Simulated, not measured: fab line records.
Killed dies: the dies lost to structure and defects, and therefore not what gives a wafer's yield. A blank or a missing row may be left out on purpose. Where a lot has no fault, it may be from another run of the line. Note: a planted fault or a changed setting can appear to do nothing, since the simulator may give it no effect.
fab line records    flow berkeley-cmos170
record: lots: 5  wafers: 23
route steps=331 shown M1@245 V1@256 M2@272
start-h: the number of hours between the record's first day and the start of the first shown wafer of the lot    wait-h: hours from the lot's prior step to this one    " repeats the value in the row above    L1.1+2: one row covering several wafers at once    - no value, or no start given    * or withheld: withheld    < > ~ a bound
route shown NAME@n: a module of which the file shows steps, and the number in the route of the first    usual: mean/standard deviation taken from wafers without a fault    same: alike in all rows    chamber/n: place in a boat    sites: per-site readings    _std_site: standard deviation across them    _edge_site: outer sites' mean less inner sites'    radius-mm: how far each site lies from the wafer's centre    mask NAME#n: copy n    behind: tool/chamber where the wafer was last shaped    hold: why the lot went on hold/how many hours it stayed there/how the hold came to an end    device: names the non-switching transistor (n, p or np)    end of line: the same wafers' tests at the end of the route    a step without rows: its recipe alone    killed: dies lost to structure and defects at the first sort, not the wafer's yield    map: dies across one wafer; x = killed, . = not, _ = none there
set.NAME: setting as actually run; set.NAME@STEP: the setting as run at that earlier step    model.NAME: the simulator's own value behind a step, which no gauge read
lots run with intentionally changed settings; tables by step, rows by wafer
== steps ==
step: UCB170_M1_PEB_07
recipe: peb-temp-c: 130  peb-time-s: withheld  resist: KrF
lot.wafer       tool            chamber  start-h  wait-h  set.peb-temp-c
L074.1+3+5      litho-track-04  0        168.24   0.3     133.7
L074.2+6        "               0        "        "       130
L077.1+3+4      litho-track-02  0        191.01   0.1     130
L077.2+5        "               0        "        "       133.3
L078.1+2+4+5+6  litho-track-02  0        191.64   0.1     130
L080.2+6        litho-track-02  0        209.81   0.1     127.7
L080.3+4+5      "               0        "        "       130
L084.2+4+5      litho-track-02  0        230.64   0.3     130
step: UCB170_M1_DEVELOP_08
recipe: developer: TMAH  develop-time-s: 45  resist: KrF  dev-temp-c: 21
step: UCB170_M1_CD_MEAS_09
recipe: target-cd-nm: 700
usual: cd-nm: 699.7/1.2
lot.wafer  tool       chamber  start-h  wait-h  set.peb-temp-c@M1_PEB_07  cd-nm
L074.1     cd-sem-01  -        168.52   -       133.7                     678.9
L074.2     "          -        "        "       130                       701.4
L074.3     "          -        "        "       133.7                     681.1
L074.5     "          -        "        "       133.7                     678.9
L074.6     "          -        "        "       130                       700.7
L077.1     cd-sem-01  -        191.28   -       130                       699.3
L077.2     "          -        "        "       133.3                     678.6
L077.3     "          -        "        "       130                       697.8
L077.4     "          -        "        "       130                       698.4
L077.5     "          -        "        "       133.3                     678.8
L078.1     cd-sem-01  -        191.91   -       130                       698.2
L078.2     "          -        "        "       130                       699.5
L078.4     "          -        "        "       130                       697.5
L078.5     "          -        "        "       130                       698.2
L078.6     "          -        "        "       130                       698.3
L080.2     cd-sem-02  -        210.08   -       127.7                     714.9
L080.3     "          -        "        "       130                       699.2
L080.4     "          -        "        "       130                       698.6
L080.5     "          -        "        "       130                       699.0
L080.6     "          -        "        "       127.7                     717.0
L084.2     cd-sem-02  -        230.91   -       130                       698.9
L084.4     "          -        "        "       130                       699.1
L084.5     "          -        "        "       130                       700.5
step: UCB170_M1_ETCH_11
recipe: chemistry: N2/H2  target-depth-a: withheld  overetch-a: withheld  target: BARC  time-s: withheld  source-w: 500  bias-w: 100  pressure-mtorr: 30  n2-flow-sccm: 100  h2-flow-sccm: 200
lot.wafer  tool         chamber  start-h  wait-h  set.peb-temp-c@M1_PEB_07  model.M1.cd-nm
L074.1     rie-diel-04  0        168.67   0.0     133.7                     678.9
L074.2     "            3        "        "       130                       700.9
L074.3     "            2        "        "       133.7                     680.8
L074.5     "            0        "        "       133.7                     679
L074.6     "            3        "        "       130                       700.5
L077.1+4   rie-diel-04  0,2      191.44   0.0     130                       698.5
L077.2     "            1        "        "       133.3                     678.9
L077.3     "            3        "        "       130                       698.2
L077.5     "            3        "        "       133.3                     679.1
L078.1     rie-diel-01  3        192.07   0.0     130                       698.6
L078.2     "            2        "        "       130                       699.9
L078.4     "            0        "        "       130                       697.7
L078.5     "            0        "        "       130                       698.4
L078.6     "            1        "        "       130                       698.1
L080.2     rie-diel-03  1        210.22   0.0     127.7                     715.1
L080.3     "            3        "        "       130                       699.1
L080.4     "            0        "        "       130                       698.3
L080.5     "            1        "        "       130                       698.4
L080.6     "            0        "        "       127.7                     717.2
L084.2     rie-diel-01  3        231.04   0.0     130                       699
L084.4     "            1        "        "       130                       699.1
L084.5     "            0        "        "       130                       701
step: UCB170_M1_METAL_ETCH_12
recipe: chemistry: Cl2/BCl3  target: Al  stop-on: PSG  pressure-mtorr: 12  target-depth-a: 7800  over-etch-frac: 0.3  time-s: 130  icp-w: 600  bias-w: 115.3  Cl2_flow_sccm: 90  bcl3-flow-sccm: 45
lot.wafer  tool          chamber  start-h  wait-h  set.time-s@CONTACT_CVD_01  set.peb-temp-c@M1_PEB_07  model.PSG_of_CONTACT_CVD_01.thk-nm  model.M1.cd-nm
L074.1     rie-metal-03  1        168.72   -       3166                       133.7                     752.7                               678.9
L074.2     "             0        "        "       3166                       130                       754                                 702.1
L074.3     "             1        "        "       3166                       133.7                     755.5                               680.2
L074.5     "             1        "        "       3166                       133.7                     757.4                               679.7
L074.6     "             0        "        "       3166                       130                       756.7                               702.9
L077.1     rie-metal-04  1        191.48   -       3155                       130                       745.6                               698.2
L077.2     "             0        "        "       3155                       133.3                     748.7                               679.7
L077.3     "             0        "        "       3155                       130                       742.9                               699.3
L077.4     "             1        "        "       3155                       130                       744.2                               698.4
L077.5     "             1        "        "       3155                       133.3                     749.4                               678.7
L078.1     rie-metal-03  0        192.11   -       2820                       130                       670.3                               699.7
L078.2     "             1        "        "       2820                       130                       671.1                               700.5
L078.4     "             0        "        "       2820                       130                       671.8                               698.9
L078.5     "             1        "        "       2820                       130                       674.9                               697.8
L078.6     "             0        "        "       2820                       130                       672.5                               698.6
L080.2     rie-metal-03  0        210.26   -       3051                       127.7                     710                                 718.9
L080.3     "             0        "        "       3051                       130                       715.4                               700.7
L080.4     "             1        "        "       3051                       130                       721.8                               698.2
L080.5     "             0        "        "       3051                       130                       718.5                               699.9
L080.6     "             1        "        "       3051                       127.7                     713.3                               718.7
L084.2     rie-metal-02  1        231.09   -       2820                       130                       668.7                               699.7
L084.4     "             0        "        "       2820                       130                       669.4                               698.3
L084.5     "             0        "        "       2820                       130                       667.7                               699.4
step: UCB170_M1_STRIP_13
recipe: chemistry: O2  power-w: 400  pressure-mtorr: 3500  platen-temp-c: withheld  o2-flow-sccm: 400  overash-fraction: 0.5
step: UCB170_M1_CD_MEAS_90
recipe: target-cd-nm: 700
usual: cd-nm: 699.9/1.5
lot.wafer  tool       chamber  start-h  wait-h  set.peb-temp-c@M1_PEB_07  cd-nm
L074.1     cd-sem-01  -        168.95   0.1     133.7                     678.7
L074.2     "          -        "        "       130                       702.2
L074.3     "          -        "        "       133.7                     680.0
L074.5     "          -        "        "       133.7                     679.6
L074.6     "          -        "        "       130                       702.6
L077.1     cd-sem-02  -        191.71   0.1     130                       698.1
L077.2     "          -        "        "       133.3                     679.3
L077.3     "          -        "        "       130                       699.3
L077.4     "          -        "        "       130                       698.4
L077.5     "          -        "        "       133.3                     678.5
L078.1     cd-sem-01  -        192.34   0.1     130                       699.9
L078.2     "          -        "        "       130                       700.8
L078.4     "          -        "        "       130                       699.1
L078.5     "          -        "        "       130                       697.9
L078.6     "          -        "        "       130                       698.5
L080.2     cd-sem-02  -        210.51   0.1     127.7                     718.7
L080.3     "          -        "        "       130                       700.7
L080.4     "          -        "        "       130                       698.2
L080.5     "          -        "        "       130                       699.9
L080.6     "          -        "        "       127.7                     718.5
L084.2     cd-sem-02  -        231.34   0.1     130                       699.7
L084.4     "          -        "        "       130                       698.3
L084.5     "          -        "        "       130                       699.6
step: UCB170_V1_CMP_02
recipe: material: SiO2  down-force-psi: 6  platen-rpm: 60  pad-velocity-m-s: 0.75398
lot.wafer  tool    chamber  start-h  wait-h  set.leave-above-ref-nm  model.SiO2_of_V1_CVD_00.thk-nm
L074.2     cmp-02  2        170.75   0.0     930.7                   930.4
L074.1+3   "       3,0      "        "       1000                    999.7
L074.6     "       2        "        "       930.7                   931.7
L074.5     "       3        "        "       930.7                   929.9
L077.3     cmp-01  2        193.38   0.0     1037                    1036
L077.1+5   "       3,2      "        "       1000                    999.5
L077.2     "       0        "        "       1000                    998.3
L077.4     "       1        "        "       1037                    1037
L078.1+5   cmp-02  0        194.72   0.1     1000                    -
L078.2     "       2        "        "       1000                    1000
L078.4     "       3        "        "       1000                    999.3
L078.6     "       1        "        "       1000                    998.9
L080.2     cmp-01  2        213.04   0.1     1071                    1070
L080.3+6   "       0,3      "        "       1000                    -
L080.4     "       1        "        "       1071                    -
L080.5     "       2        "        "       1000                    998.7
L084.2     cmp-02  1        233.04   0.1     1000                    998.8
L084.4     "       2        "        "       1000                    999.5
L084.5     "       1        "        "       1000                    1000
step: UCB170_V1_THK_MEAS_04
recipe: reads: SiO2_of_V1_CVD_00
usual: V1_POLISHED_THK: 999.7/1
lot.wafer  tool           chamber  start-h  wait-h  set.leave-above-ref-nm@V1_CMP_02  V1_POLISHED_THK[nm]
L074.1     film-metro-01  -        171.17   0.1     1000                              999.6
L074.2     "              -        "        "       930.7                             930.4
L074.3     "              -        "        "       1000                              999.8
L074.5     "              -        "        "       930.7                             929.3
L074.6     "              -        "        "       930.7                             932.9
L077.1     film-metro-01  -        193.80   0.1     1000                              999.5
L077.2     "              -        "        "       1000                              999.4
L077.3     "              -        "        "       1037                              1036.7
L077.4     "              -        "        "       1037                              1037.3
L077.5     "              -        "        "       1000                              999.6
L078.1     film-metro-03  -        195.14   0.1     1000                              999.2
L078.2     "              -        "        "       1000                              1000.1
L078.4     "              -        "        "       1000                              998.5
L078.5     "              -        "        "       1000                              999.1
L078.6     "              -        "        "       1000                              998.6
L080.2     film-metro-01  -        213.47   0.1     1071                              1068.5
L080.3     "              -        "        "       1000                              998.9
L080.4     "              -        "        "       1071                              1069.4
L080.5     "              -        "        "       1000                              998.4
L080.6     "              -        "        "       1000                              997.7
L084.2     film-metro-03  -        233.42   0.1     1000                              998.6
L084.4     "              -        "        "       1000                              999.3
L084.5     "              -        "        "       1000                              1000.6
step: UCB170_V1_PEB_10
recipe: peb-temp-c: 130  peb-time-s: withheld  resist: KrF
lot.wafer       tool            chamber  start-h  wait-h  set.peb-temp-c
L074.1+2+6      litho-track-04  0        171.97   0.1     132.7
L074.3+5        "               0        "        "       130
L077.1+2+4      litho-track-02  0        194.73   0.1     130
L077.3+5        "               0        "        "       131.6
L078.1+2+4+5+6  litho-track-03  0        196.37   0.5     130
L080.2+3+5      litho-track-02  0        214.87   0.5     130
L080.4+6        "               0        "        "       126.8
L084.2+4+5      litho-track-03  0        239.48   0.8     130
step: UCB170_V1_DEVELOP_11
recipe: developer: TMAH  develop-time-s: 45  resist: KrF  dev-temp-c: 21
step: UCB170_V1_CD_MEAS_12
recipe: target-cd-nm: 700
usual: cd-nm: 700.1/1.4
lot.wafer  tool       chamber  start-h  wait-h  set.peb-temp-c@V1_PEB_10  cd-nm
L074.1     cd-sem-01  -        172.24   -       132.7                     715.4
L074.2     "          -        "        "       132.7                     716.0
L074.3     "          -        "        "       130                       700.8
L074.5     "          -        "        "       130                       699.1
L074.6     "          -        "        "       132.7                     715.4
L077.1     cd-sem-01  -        195.00   -       130                       701.9
L077.2     "          -        "        "       130                       702.3
L077.3     "          -        "        "       131.6                     711.2
L077.4     "          -        "        "       130                       700.6
L077.5     "          -        "        "       131.6                     712.6
L078.1     cd-sem-01  -        196.64   -       130                       697.9
L078.2     "          -        "        "       130                       697.2
L078.4     "          -        "        "       130                       696.8
L078.5     "          -        "        "       130                       697.8
L078.6     "          -        "        "       130                       697.5
L080.2     cd-sem-02  -        215.14   -       130                       701.2
L080.3     "          -        "        "       130                       702.1
L080.4     "          -        "        "       126.8                     676.3
L080.5     "          -        "        "       130                       699.2
L080.6     "          -        "        "       126.8                     676.2
L084.2     cd-sem-02  -        239.75   -       130                       700.8
L084.4     "          -        "        "       130                       698.4
L084.5     "          -        "        "       130                       700.0
step: UCB170_V1_ETCH_14
recipe: chemistry: CHF3/CF4/Ar  target: SiO2  stop-on: Al  CHF3_flow_sccm: 45  cf4-flow-sccm: 15  Ar_flow_sccm: 150  pressure-mtorr: 200  rf-w: 700  target-depth-a: 12500  over-etch-frac: 0.25  time-s: 291
lot.wafer  tool         chamber  start-h  wait-h  set.leave-above-ref-nm@V1_CMP_02  set.peb-temp-c@V1_PEB_10  model.etch.depth-nm  model.V1.cd-nm  model.V1.feature-depth-nm
L074.1     rie-diel-01  2        172.40   0.0     1000                              132.7                     999.7                715.9           1000
L074.2     "            0        "        "       930.7                             132.7                     -                    716.4           930.7
L074.3     "            3        "        "       1000                              130                       -                    700.1           999.7
L074.5     "            3        "        "       930.7                             130                       929.9                699.4           929.9
L074.6     "            0        "        "       930.7                             132.7                     -                    714.9           931.9
L077.1     rie-diel-03  1        195.16   0.0     1000                              130                       999.5                701.6           999.5
L077.2     "            2        "        "       1000                              130                       -                    701.7           998.3
L077.3     "            0        "        "       1037                              131.6                     1036                 711.5           1037
L077.4     "            3        "        "       1037                              130                       -                    700.4           1037
L077.5     "            2        "        "       1000                              131.6                     -                    712             999.5
L078.1     rie-diel-01  3        196.80   0.0     1000                              130                       -                    697.5           999
L078.2     "            2        "        "       1000                              130                       1000                 697.5           1001
L078.4     "            1        "        "       1000                              130                       999.3                697.2           999.3
L078.5     "            3        "        "       1000                              130                       -                    697.2           998.1
L078.6     "            0        "        "       1000                              130                       998.9                697.3           999.2
L080.2     rie-diel-01  1        215.27   0.0     1071                              130                       1070                 701.5           1070
L080.3     "            0        "        "       1000                              130                       -                    701.7           999.3
L080.4     "            3        "        "       1071                              126.8                     -                    676             1070
L080.5     "            3        "        "       1000                              130                       998.7                699.1           998.7
L080.6     "            0        "        "       1000                              126.8                     -                    676.2           999
L084.2     rie-diel-01  2        239.89   0.0     1000                              130                       998.8                701             999.1
L084.4     "            3        "        "       1000                              130                       999.5                698.2           999.5
L084.5     "            2        "        "       1000                              130                       1000                 698.9           1000
step: UCB170_V1_STRIP_15
recipe: chemistry: O2  power-w: 400  pressure-mtorr: 3500  platen-temp-c: withheld  o2-flow-sccm: 400  overash-fraction: 0.5
step: UCB170_V1_CD_MEAS_90
recipe: target-cd-nm: 700
usual: cd-nm: 699.9/1.6
lot.wafer  tool       chamber  start-h  wait-h  set.peb-temp-c@V1_PEB_10  cd-nm
L074.1     cd-sem-02  -        172.68   0.1     132.7                     715.8
L074.2     "          -        "        "       132.7                     716.1
L074.3     "          -        "        "       130                       700.2
L074.5     "          -        "        "       130                       699.5
L074.6     "          -        "        "       132.7                     714.7
L077.1     cd-sem-01  -        195.44   0.1     130                       701.2
L077.2     "          -        "        "       130                       701.5
L077.3     "          -        "        "       131.6                     711.2
L077.4     "          -        "        "       130                       700.7
L077.5     "          -        "        "       131.6                     711.8
L078.1     cd-sem-01  -        197.08   0.1     130                       697.9
L078.2     "          -        "        "       130                       697.2
L078.4     "          -        "        "       130                       696.8
L078.5     "          -        "        "       130                       696.8
L078.6     "          -        "        "       130                       697.1
L080.2     cd-sem-01  -        215.59   0.1     130                       701.4
L080.3     "          -        "        "       130                       701.6
L080.4     "          -        "        "       126.8                     675.9
L080.5     "          -        "        "       130                       699.4
L080.6     "          -        "        "       126.8                     676.3
L084.2     cd-sem-02  -        240.19   0.1     130                       701.4
L084.4     "          -        "        "       130                       698.0
L084.5     "          -        "        "       130                       698.9
step: UCB170_M2_SPUTTER_01
recipe: material: Al  target-thk-nm: 900  time-s: 120  power-w: 6000  chamber-pressure-pa: 0.5
lot.wafer  tool            chamber  start-h  wait-h  set.time-s  model.Al_of_M2_SPUTTER_01.thk-nm
L074.1     pvd-sputter-02  -        172.87   0.0     125.8       940.5
L074.2     "               -        "        "       125.8       937.6
L074.3     "               -        "        "       120         885.7
L074.5     "               -        "        "       120         885.8
L074.6     "               -        "        "       120         893.9
L077.1     pvd-sputter-02  -        195.62   0.0     120         894.3
L077.2     "               -        "        "       120         892.8
L077.3     "               -        "        "       120         887.5
L077.4     "               -        "        "       120         891.4
L077.5     "               -        "        "       120         894.1
L078.1     pvd-sputter-03  -        197.26   0.0     106.8       798.8
L078.2     "               -        "        "       120         901
L078.4     "               -        "        "       120         898.5
L078.5     "               -        "        "       106.8       800.4
L078.6     "               -        "        "       120         901.5
L080.2     pvd-sputter-03  -        215.76   0.0     120         900
L080.3     "               -        "        "       108.9       820.9
L080.4     "               -        "        "       108.9       814.6
L080.5     "               -        "        "       120         909.3
L080.6     "               -        "        "       108.9       809.4
L084.2     pvd-sputter-03  -        240.36   0.0     120         904.5
L084.4     "               -        "        "       120         916.1
L084.5     "               -        "        "       120         911.8
step: UCB170_M2_RS_MEAS_02
recipe: thk-meas-gauge: four-point-probe  reads: Al_of_M2_SPUTTER_01
usual: M2_AL_RS: 0.03216/0.00029
lot.wafer  tool           chamber  start-h  wait-h  set.time-s@M2_SPUTTER_01  M2_AL_RS[ohm/sq]
L074.1     film-metro-03  -        172.95   0.0     125.8                     0.03075
L074.2     "              -        "        "       125.8                     0.03088
L074.3     "              -        "        "       120                       0.03267
L074.5     "              -        "        "       120                       0.03264
L074.6     "              -        "        "       120                       0.0324
L077.1     film-metro-03  -        195.71   0.0     120                       0.03242
L077.2     "              -        "        "       120                       0.03241
L077.3     "              -        "        "       120                       0.03265
L077.4     "              -        "        "       120                       0.03241
L077.5     "              -        "        "       120                       0.03238
L078.1     film-metro-04  -        197.35   0.0     106.8                     0.0363
L078.2     "              -        "        "       120                       0.03219
L078.4     "              -        "        "       120                       0.03222
L078.5     "              -        "        "       106.8                     0.0363
L078.6     "              -        "        "       120                       0.03213
L080.2     film-metro-04  -        215.86   0.1     120                       0.03226
L080.3     "              -        "        "       108.9                     0.03539
L080.4     "              -        "        "       108.9                     0.03565
L080.5     "              -        "        "       120                       0.03182
L080.6     "              -        "        "       108.9                     0.03584
L084.2     film-metro-03  -        240.46   0.1     120                       0.03204
L084.4     "              -        "        "       120                       0.03163
L084.5     "              -        "        "       120                       0.03168
step: UCB170_M2_THK_MEAS_03
recipe: thk-meas-gauge: xrf  reads: Al_of_M2_SPUTTER_01
usual: M2_AL_THK: 897/7.8
lot.wafer  tool           chamber  start-h  wait-h  set.time-s@M2_SPUTTER_01  M2_AL_THK[nm]
L074.1     film-metro-03  -        173.07   0.1     125.8                     935
L074.2     "              -        "        "       125.8                     936
L074.3     "              -        "        "       120                       881
L074.5     "              -        "        "       120                       886
L074.6     "              -        "        "       120                       889
L077.1     film-metro-03  -        195.83   0.1     120                       895
L077.2     "              -        "        "       120                       889
L077.3     "              -        "        "       120                       886
L077.4     "              -        "        "       120                       890
L077.5     "              -        "        "       120                       893
L078.1     film-metro-04  -        197.47   0.1     106.8                     795
L078.2     "              -        "        "       120                       890
L078.4     "              -        "        "       120                       890
L078.5     "              -        "        "       106.8                     793
L078.6     "              -        "        "       120                       893
L080.2     film-metro-04  -        215.97   0.1     120                       897
L080.3     "              -        "        "       108.9                     813
L080.4     "              -        "        "       108.9                     808
L080.5     "              -        "        "       120                       894
L080.6     "              -        "        "       108.9                     805
L084.2     film-metro-03  -        240.57   0.1     120                       900
L084.4     "              -        "        "       120                       914
L084.5     "              -        "        "       120                       906
== key ==
split: step: UCB170_M1_PEB_07  setting: peb-temp-c  stated: 130  by: wafer
response: step: UCB170_M1_CD_MEAS_09  reading: cd-nm  change: -8  per: 1%  r: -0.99
response: step: UCB170_M1_ETCH_11  reading: model.M1.cd-nm  change: -7.95  per: 1%  r: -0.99
response: step: UCB170_M1_METAL_ETCH_12  reading: model.M1.cd-nm  change: -8.41  per: 1%  r: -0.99
response: step: UCB170_M1_CD_MEAS_90  reading: cd-nm  change: -8.44  per: 1%  r: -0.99
split: step: UCB170_V1_CMP_02  setting: leave-above-ref-nm  stated: 1000  by: wafer
response: step: UCB170_V1_CMP_02  reading: model.SiO2_of_V1_CVD_00.thk-nm  change: +10  per: 1%  r: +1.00
response: step: UCB170_V1_THK_MEAS_04  reading: V1_POLISHED_THK  change: +9.97  per: 1%  r: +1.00
response: step: UCB170_V1_ETCH_14  reading: model.etch.depth-nm  change: +10  per: 1%  r: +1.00
response: step: UCB170_V1_ETCH_14  reading: model.V1.feature-depth-nm  change: +9.99  per: 1%  r: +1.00
split: step: UCB170_V1_PEB_10  setting: peb-temp-c  stated: 130  by: wafer
response: step: UCB170_V1_CD_MEAS_12  reading: cd-nm  change: +8.89  per: 1%  r: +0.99
response: step: UCB170_V1_ETCH_14  reading: model.V1.cd-nm  change: +9  per: 1%  r: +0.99
response: step: UCB170_V1_CD_MEAS_90  reading: cd-nm  change: +8.92  per: 1%  r: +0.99
split: step: UCB170_M2_SPUTTER_01  setting: time-s  stated: 120  by: wafer
response: step: UCB170_M2_SPUTTER_01  reading: model.Al_of_M2_SPUTTER_01.thk-nm  change: +9.49  per: 1%  r: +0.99
response: step: UCB170_M2_RS_MEAS_02  reading: M2_AL_RS  change: -0.000378  per: 1%  r: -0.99
response: step: UCB170_M2_THK_MEAS_03  reading: M2_AL_THK  change: +9.21  per: 1%  r: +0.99
split outside-this-file step=UCB170_CONTACT_CVD_01 setting=time-s
split outside-this-file: this setting was split too, and the file shows its column; the key of that split is in another file
